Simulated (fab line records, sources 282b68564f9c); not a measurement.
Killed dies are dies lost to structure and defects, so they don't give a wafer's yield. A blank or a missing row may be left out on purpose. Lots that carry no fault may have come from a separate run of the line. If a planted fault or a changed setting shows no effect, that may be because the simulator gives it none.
What tool caused it? -- flow ritCmos -- 6 lots with 18 wafers sampled at 3 steps, on a route of 202 steps

## WHAT EACH GAUGE READ, for each wafer
RIT_FOX1_THK_MEAS_01.
lot,measured,on,FOX1_OXIDE_THK (nm)
L635,day 1 23:55,filmMetro-01,360 359 355
L637,day 2 09:29,filmMetro-02,345 347 341
L645,day 4 00:24,filmMetro-02,217 214 215
L648,day 4 15:52,filmMetro-02,348 350 351
L653,day 5 17:19,filmMetro-01,352 351 347
L656,day 6 09:23,filmMetro-02,352 354 353

## WHAT TOOL EACH LOT RAN ON (gives the tool, then ch and the chambers of the sampled wafers, and finally the start)
lot,RIT_ACTIVE_STRIP_14,RIT_FOX1_OXIDATION_00
L635,"plasmaAsher-04 ch 0,1, day 1 20:12","furnace-04 ch 0, day 1 22:37"
L637,"plasmaAsher-04 ch 1, day 2 05:59","furnace-04 ch 0, day 2 08:10"
L645,"plasmaAsher-02 ch 0,1, day 3 21:58","furnace-03 ch 0, day 3 23:05"
L648,"plasmaAsher-04 ch 0,1, day 4 12:50","furnace-01 ch 0, day 4 14:33"
L653,"plasmaAsher-04 ch 0,1, day 5 14:02","furnace-01 ch 0, day 5 15:58"
L656,"plasmaAsher-02 ch 0,1, day 6 07:24","furnace-01 ch 0, day 6 08:04"
- RIT_ACTIVE_STRIP_14: strips in O2, time 180 s.
- RIT_FOX1_OXIDATION_00: target thk 350.7 nm, ox time 1130 s.

## THE ANSWER, worked out from the rows above alone
Rule: the lots themselves supply what counts as usual. The widest of any qualifying gaps counts: lots, ordered by their means at a reading, are off when they make up no more than a third of the lots, leave a main group of 4 or more, and stand apart from it by 3 or more times the standard deviation of that group's means. A main group is skipped when, at the precision printed for the reading in the tables above, its means are all equal. Also off: a lot with no number at a reading for which 4 or more lots have one. All remaining lots with rows at the step are treated as sound.
Off: L645, seen at RIT_FOX1_THK_MEAS_01 (FOX1_OXIDE_THK). For the main group the mean is 351 nm and the standard deviation 4.5.
A tool fits if, at a process step before that reading, it ran every lot that is off, and no sound lot after the first of them. The gauges at RIT_FOX1_THK_MEAS_01 are tried like those tools. One fits: RIT_FOX1_OXIDATION_00 on furnace-03. It ran no sound lot before its first lot that is off in this sample, so the start can't be narrowed down.

## WHAT HAD BEEN PUT IN BY THE SIMULATOR
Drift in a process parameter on furnace-03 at RIT_FOX1_OXIDATION_00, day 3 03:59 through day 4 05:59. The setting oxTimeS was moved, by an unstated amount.
Lots struck among those shown: L645. This agrees with what the rule above found.
